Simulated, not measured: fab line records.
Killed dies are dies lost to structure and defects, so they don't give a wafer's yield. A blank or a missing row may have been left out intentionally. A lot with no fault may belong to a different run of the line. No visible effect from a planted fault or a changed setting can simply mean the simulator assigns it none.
Which tool did it? ; flow rit cmos ; 13 lots, 39 wafers sampled, at 3 steps of a route of 202

WHAT THE GAUGES SHOWED, per wafer
RIT_NLDD_TW_MEAS_10. Usual: NLDD_TW gives 2482 (standard deviation 22).
lot;measured;on;NLDD_TW;flag
L540;day 3 04:40;film metro-03;2529 2500 2520;
L541;day 3 05:08;film metro-03;2525 2524 2521;
L544;day 4 02:13;film metro-04;2466 2475 2457;
L549;day 4 16:11;film metro-01;2719 2708 2709;OFF
L551;day 5 02:55;film metro-01;2711 2697 2718;OFF
L553;day 5 15:29;film metro-01;2469 2491 2475;
L554;day 5 18:08;film metro-04;2452 2463 2443;
L556;day 6 05:17;film metro-03;2501 2517 2502;
L557;day 6 14:31;film metro-01;2459 2467 2471;
L558;day 6 21:36;film metro-01;2456 2459 2472;
L560;day 7 08:19;film metro-01;2497 2489 2494;
L562;day 7 23:04;film metro-04;2475 2482 2472;
L563;day 8 02:02;film metro-01;2467 2463 2474;

RIT_SDANNEAL_RS_MEAS_07: the measuring method here is four-point-probe. Usual: NLDD_RS gives 151.6 ohm/sq (standard deviation 0.5).
lot;measured;on;NLDD_RS (ohm/sq);flag
L540;day 3 12:40;film metro-03;152.1 152.6 152.1;
L541;day 3 15:01;film metro-01;151.7 151.3 151.5;
L544;day 4 11:14;film metro-03;151.8 151.7 151.7;
L549;day 5 00:28;film metro-03;113.4 113.7 113.6;OFF
L551;day 5 11:02;film metro-03;113.6 113.6 113.6;OFF
L553;day 6 00:16;film metro-04;151.2 151.5 151.7;
L554;day 6 01:59;film metro-04;151.1 151.0 151.4;
L556;day 6 13:07;film metro-01;151.5 151.8 151.8;
L557;day 6 22:08;film metro-04;151.2 151.4 152.1;
L558;day 7 05:20;film metro-04;152.1 151.6 151.8;
L560;day 7 15:58;film metro-04;150.3 150.6 150.3;
L562;day 8 08:02;film metro-04;151.8 151.5 151.5;
L563;day 8 09:54;film metro-04;152.7 152.1 151.7;

WHICH TOOL RAN EACH LOT (tool, then ch and the chambers of the sampled wafers, then the start)
lot;RIT_NLDD_IMPLANT_08
L540;implanter-02 ch 0, day 3 04:20
L541;implanter-01 ch 0, day 3 04:50
L544;implanter-02 ch 0, day 4 01:53
L549;implanter-04 ch 0, day 4 15:52
L551;implanter-04 ch 0, day 5 02:37
L553;implanter-02 ch 0, day 5 15:13
L554;implanter-01 ch 0, day 5 17:48
L556;implanter-01 ch 0, day 6 04:59
L557;implanter-02 ch 0, day 6 14:13
L558;implanter-01 ch 0, day 6 21:17
L560;implanter-01 ch 0, day 7 07:59
L562;implanter-02 ch 0, day 7 22:47
L563;implanter-01 ch 0, day 8 01:42
- RIT_NLDD_IMPLANT_08

WHAT THE TOOLS THEMSELVES READ (means of the sampled wafers that have a number; where no wafer has one, the mark that the record gives instead)
RIT_NLDD_IMPLANT_08. Usual: beam on s 9.98 s, standard deviation 0.2; end station pressure torr 6.25e-06 Torr, standard deviation 2.9e-07; faraday current uA 1576, standard deviation 32.
lot;tool;beam on s (s);end station pressure torr (Torr);faraday current uA;flag
L540;implanter-02;9.84;6.35e-06;1598;
L541;implanter-01;10.09;6.03e-06;1558;
L544;implanter-02;9.92;6.30e-06;1588;
L549;implanter-04;13.75;6.17e-06;1144;OFF
L551;implanter-04;14.35;6.36e-06;1098;OFF
L553;implanter-02;9.98;6.51e-06;1576;
L554;implanter-01;10.01;6.23e-06;1570;
L556;implanter-01;9.86;5.96e-06;1593;
L557;implanter-02;9.96;6.53e-06;1580;
L558;implanter-01;9.88;6.32e-06;1589;
L560;implanter-01;10.05;5.82e-06;1560;
L562;implanter-02;10.00;6.04e-06;1572;
L563;implanter-01;9.91;6.44e-06;1585;

THE ANSWER, worked out from the rows above alone
Rule: a lot is off if the mean of its wafers that have a number lies more than 3 standard deviations from the usual mean. Also off: a lot with no number at a reading for which 4 or more lots have one. Where the step has rows for the other lots, those lots are counted as sound. The gauges are gone through in route order, then the tools' own readings, and for those a lot's mean is taken as printed above. At the first step where some lot is off, the reading lying furthest off is the one used; lots without a number count as furthest.
Off: at RIT_NLDD_TW_MEAS_10 (NLDD_TW), L549, L551.
A tool fits if, at a process step before that reading, it ran every lot that is off, and no sound lot after the first of them. The gauges at RIT_NLDD_TW_MEAS_10 aren't tried: what is off there is off at RIT_SDANNEAL_RS_MEAS_07 too, on other tools, and a gauge's error can't cause that. One fits: RIT_NLDD_IMPLANT_08 on implanter-04. It ran no sound lot before its first lot that is off in this sample, so the start can't be narrowed down.
The tool's own readings at RIT_NLDD_IMPLANT_08 bear it out: on the lots that are off they differ by more than 5 times the standard deviation of the sound lots' means. beam on s reads 14.05 s there against 9.95 s on the sound lots; faraday current uA reads 1121 there against 1579 on the sound lots.

WHAT HAD BEEN PUT IN BY THE SIMULATOR
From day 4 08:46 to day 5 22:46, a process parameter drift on implanter-04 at RIT_NLDD_IMPLANT_08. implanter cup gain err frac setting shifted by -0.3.
Shown lots that were struck: L549, L551. The rule above found the same.
